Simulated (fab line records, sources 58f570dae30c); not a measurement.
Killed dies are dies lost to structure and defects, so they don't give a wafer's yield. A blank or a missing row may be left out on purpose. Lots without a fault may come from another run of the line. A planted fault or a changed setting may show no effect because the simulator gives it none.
fab line records | flow berkeley_cmos170
record lots=14 wafers=42 last_day=13
route steps=331 shown PSD@182 M1@248 V2@292
lots that met no fault: from a run of the same line without faults
start_h: hours from the record's first day to the start of the lot's first wafer shown | wait_h: hours since the lot's step before | " the same as in the row above | L1.1+2: a row that stands for several wafers | - no value, or no start given | * or withheld: withheld | < > ~ a bound
route shown NAME@n: a module of which the file shows steps, and the number in the route of the first | usual: mean/standard deviation of fault-free wafers | same: alike in all rows | chamber/n: place in a boat | sites: the reading at each site | _std_site: their standard deviation | _edge_site: outer sites' mean less inner sites' | radius_mm: how far each site lies from the wafer's centre | mask NAME#n: copy n | behind: the tool/chamber that last shaped the wafer | hold: why the lot was held/for how many hours/how that ended | device: the transistor (n, p or np) that didn't switch | end of line: the same wafers' tests at the end of the route | a step without rows: its recipe alone | killed: dies lost to structure and defects at the first sort, not the wafer's yield | map: a wafer's dies, x killed, . not, _ none there
set.NAME: the setting as run; set.NAME@STEP: as run at that earlier step | model.NAME: the simulator's own value behind a step, which no gauge read
steps of the route over a sample of lots; a table a step, a row a wafer
services: from which hour (start_h, from the record's first day; less than 0 if before it) a tool's chamber was out of use, for how many hours, and why
## steps
# step UCB170_PSD_OVL_MEAS_07
# usual PSD_OVL=-1/5.4
# columns lot.wafer tool chamber start_h wait_h PSD_OVL[nm]
L228.1 overlay-01 - 170.88 0.1 -6
L228.4 " - " " -2
L228.6 " - " " 2
L229.2 overlay-02 - 171.17 0.1 4
L229.3 " - " " 7
L229.6 " - " " -1
L231.1 overlay-02 - 184.58 0.1 -3
L231.2 " - " " 7
L231.6 " - " " 1
L232.1 overlay-01 - 184.82 0.1 -3
L232.3 " - " " -7
L232.4 " - " " -3
L230.2 overlay-01 - 184.95 0.1 -6
L230.3 " - " " -3
L230.5 " - " " -1
L233.1 overlay-01 - 197.18 0.1 0
L233.2 " - " " 2
L233.4 " - " " 2
L234.3 overlay-02 - 197.40 0.1 -9
L234.5 " - " " -4
L234.6 " - " " -3
L236.2 overlay-01 - 197.46 0.1 -3
L236.3 " - " " 6
L236.4 " - " " 1
L237.1 overlay-02 - 197.73 0.1 -6
L237.4 " - " " -2
L237.6 " - " " 1
L235.1 overlay-01 - 197.84 0.1 -3
L235.2 " - " " -5
L235.6 " - " " -7
L240.2 overlay-02 - 225.65 0.1 -3
L240.3 " - " " -8
L240.4 " - " " -2
L244.3 overlay-02 - 253.59 0.1 0
L244.4 " - " " 2
L244.5 " - " " -4
L247.2 overlay-01 - 268.87 0.1 7
L247.3 " - " " 2
L247.6 " - " " 8
L250.4 overlay-02 - 288.59 0.1 -2
L250.5 " - " " -6
L250.6 " - " " -3
# step UCB170_M1_OVL_MEAS_10
# usual M1_OVL=1/4.9
# columns lot.wafer tool chamber start_h wait_h M1_OVL[nm]
L228.1 overlay-01 - 181.23 0.1 -9
L228.4 " - " " 8
L228.6 " - " " 1
L229.2 overlay-02 - 182.25 0.1 -2
L229.3 " - " " -1
L229.6 " - " " -2
L231.1 overlay-01 - 195.49 0.1 8
L231.2 " - " " -2
L231.6 " - " " -1
L232.1 overlay-02 - 198.08 0.1 8
L232.3 " - " " 6
L232.4 " - " " 5
L230.2 overlay-01 - 198.36 0.1 -1
L230.3 " - " " 11
L230.5 " - " " 8
L233.1 overlay-02 - 209.52 0.1 -1
L233.2 " - " " 1
L233.4 " - " " 2
L234.3 overlay-01 - 209.81 0.1 -5
L234.5 " - " " -4
L234.6 " - " " 2
L236.2 overlay-01 - 210.33 0.1 8
L236.3 " - " " 6
L236.4 " - " " 7
L237.1 overlay-02 - 210.59 0.1 -2
L237.4 " - " " -2
L237.6 " - " " -4
L235.1 overlay-01 - 211.97 0.1 2
L235.2 " - " " -4
L235.6 " - " " -5
L240.2 overlay-01 - 239.13 0.1 0
L240.3 " - " " -5
L240.4 " - " " -7
L244.3 overlay-02 - 267.41 0.1 -3
L244.4 " - " " -4
L244.5 " - " " -6
L247.2 overlay-01 - 280.35 0.1 10
L247.3 " - " " 1
L247.6 " - " " 4
L250.4 overlay-02 - 299.96 0.1 10
L250.5 " - " " 6
L250.6 " - " " 1
# step UCB170_V2_CVD_00
# recipe material=SiO2 target_thk_nm=2000 temp_c=390 precursor=TEOS/O2 time_s=250 rf_w=550 pressure_mtorr=9000
# usual heater_power_w=241/73 rf_fwd_power_W=548.2/1.6 run_length_s=277.8/0.62
# columns lot.wafer tool chamber start_h wait_h heater_power_w rf_fwd_power_W run_length_s since_wet_clean_h
L228.1 pecvd-04 1 188.77 0.1 294 547.0 278.1 267
L228.4 " 0 " " 391 549.9 277.9 -
L228.6 " 1 " " 212 547.6 277.9 -
L229.2 pecvd-03 2 191.06 0.1 201 548.2 277.9 163
L229.3 " 1 " " 228 549.1 277.7 163
L229.6 " 0 " " 302 549.8 278.2 -
L231.1 pecvd-01 0 202.38 0.1 261 548.4 277.4 53
L231.2 " 1 " " 367 547.3 279.1 53
L231.6 " 2 " " 207 546.9 277.4 -
L232.1 pecvd-04 0 204.93 0.1 342 550.0 278.2 283
L232.3 " 2 " " 136 544.7 277.0 283
L232.4 " 1 " " 304 548.4 278.2 -
L230.2 pecvd-03 1 211.01 0.1 171 551.3 277.5 183
L230.3 " 2 " " 157 547.9 277.5 183
L230.5 " 1 " " 231 551.6 277.4 -
L236.2 pecvd-04 2 217.68 0.1 160 544.3 277.4 296
L236.3 " 1 " " 312 548.3 278.7 296
L236.4 " 2 " " 119 546.4 277.0 -
L234.3 pecvd-03 1 218.23 0.1 206 548.7 277.5 190
L234.5 " 2 " " 143 546.5 277.2 -
L234.6 " 0 " " 220 549.8 278.6 -
L233.1 pecvd-01 2 218.46 0.1 191 545.7 277.2 69
L233.2 " 0 " " 289 548.6 277.7 69
L233.4 " 2 " " 135 549.2 277.5 -
L237.1 pecvd-04 1 218.82 0.1 285 549.4 277.8 297
L237.4 " 1 " " 219 549.8 278.0 -
L237.6 " 0 " " 378 548.0 278.2 -
L235.1 pecvd-03 2 219.35 0.1 196 548.1 277.6 191
L235.2 " 1 " " 174 548.5 277.6 191
L235.6 " 1 " " 229 549.0 277.5 -
L240.2 pecvd-01 2 248.32 0.1 148 549.1 277.3 99
L240.3 " 1 " " 322 548.9 278.9 99
L240.4 " 2 " " 201 549.3 277.5 -
L244.3 pecvd-01 2 274.33 0.1 198 548.1 277.2 125
L244.4 " 2 " " 133 548.0 277.4 -
L244.5 " 0 " " 321 550.8 278.0 -
L247.2 pecvd-01 1 287.75 0.1 335 550.1 279.2 138
L247.3 " 2 " " 153 - 242.9 138
L247.6 " 1 " " 263 548.2 278.8 -
L250.4 pecvd-01 2 308.36 0.1 217 - 242.8 -
L250.5 " 1 " " 265 545.4 279.7 -
L250.6 " 0 " " 335 549.1 276.9 -
# step UCB170_V2_THK_MEAS_01
# recipe reads=SiO2_of_V2_CVD_00
# usual V2_TEOS_THK=2000/25
# columns lot.wafer tool chamber start_h wait_h V2_TEOS_THK[nm]
L228.1 film_metro-03 - 188.93 0.1 1966
L228.4 " - " " 1976
L228.6 " - " " 2003
L229.2 film_metro-02 - 191.23 0.1 1942
L229.3 " - " " 1945
L229.6 " - " " 1992
L231.1 film_metro-04 - 202.54 0.1 2007
L231.2 " - " " 1981
L231.6 " - " " 2017
L232.1 film_metro-04 - 205.08 0.1 1952
L232.3 " - " " 1988
L232.4 " - " " 2005
L230.2 film_metro-02 - 211.18 0.1 1984
L230.3 " - " " 1969
L230.5 " - " " 2010
L236.2 film_metro-04 - 217.85 0.1 1995
L236.3 " - " " 1978
L236.4 " - " " 2042
L234.3 film_metro-03 - 218.41 0.1 1957
L234.5 " - " " 1995
L234.6 " - " " 1993
L233.1 film_metro-02 - 218.62 0.1 1987
L233.2 " - " " 2015
L233.4 " - " " 2040
L237.1 film_metro-04 - 218.98 0.1 1976
L237.4 " - " " 2027
L237.6 " - " " 2010
L235.1 film_metro-02 - 219.51 0.1 1983
L235.2 " - " " 1973
L235.6 " - " " 1993
L240.2 film_metro-04 - 248.49 0.1 1989
L240.3 " - " " 1970
L240.4 " - " " 1987
L244.3 film_metro-02 - 274.51 0.1 1967
L244.4 " - " " 2019
L244.5 " - " " 2011
L247.2 film_metro-02 - 287.92 0.1 1973
L247.3 " - " " 1713
L247.6 " - " " 2025
L250.4 film_metro-03 - 308.46 0.0 1780
L250.5 " - " " 2018
L250.6 " - " " 2045
# step UCB170_V2_OVL_MEAS_13
# usual V2_OVL=2/5.2
# columns lot.wafer tool chamber start_h wait_h V2_OVL[nm]
L228.1 overlay-02 - 190.89 0.1 -10
L228.4 " - " " -1
L228.6 " - " " 3
L229.2 overlay-02 - 193.20 0.1 1
L229.3 " - " " -9
L229.6 " - " " 3
L231.1 overlay-02 - 204.23 0.1 1
L231.2 " - " " 0
L231.6 " - " " -1
L232.1 overlay-01 - 208.24 0.1 14
L232.3 " - " " 9
L232.4 " - " " 3
L230.2 overlay-02 - 213.83 0.1 4
L230.3 " - " " -2
L230.5 " - " " 8
L236.2 overlay-01 - 219.52 0.1 -1
L236.3 " - " " 10
L236.4 " - " " -3
L234.3 overlay-02 - 220.20 0.1 1
L234.5 " - " " 1
L234.6 " - " " -1
L233.1 overlay-01 - 220.43 0.1 5
L233.2 " - " " 8
L233.4 " - " " 3
L237.1 overlay-01 - 224.22 0.1 -7
L237.4 " - " " 8
L237.6 " - " " 3
L235.1 overlay-01 - 224.49 0.1 -4
L235.2 " - " " 1
L235.6 " - " " -2
L240.2 overlay-01 - 250.35 0.1 4
L240.3 " - " " 11
L240.4 " - " " 7
L244.3 overlay-01 - 276.43 0.1 -9
L244.4 " - " " 1
L244.5 " - " " 0
L247.2 overlay-01 - 290.50 0.1 5
L247.3 " - " " 6
L247.6 " - " " 1
L250.4 overlay-02 - 311.40 0.1 -1
L250.5 " - " " 6
L250.6 " - " " -6
## services
# columns tool chamber start_h hours kind
pecvd-01 - 190.61 2.0 repair
pecvd-03 1 257.21 1.8 repair
pecvd-03 1 271.97 8.8 repair
## key
first_sign step=UCB170_V2_CVD_00 reading=run_length_s direction=down sigmas=56 usual=* struck=*
effect step=UCB170_V2_THK_MEAS_01 reading=V2_TEOS_THK direction=down sigmas=10 usual=2000 struck=1747
met_at UCB170_V2_CVD_00
struck_lots L247,L250
struck_wafers L247.3,L250.4
not_acting_at UCB170_PSD_OVL_MEAS_07,UCB170_M1_OVL_MEAS_10,UCB170_V2_OVL_MEAS_13
onset_between 274.33 287.75
fault kind=process_parameter_drift tool=pecvd-01 chamber=2 onset_h=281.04 steps=UCB170_V2_CVD_00 channel=time_s offset=* shape=step end_h=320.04 acts_in=* stated=*
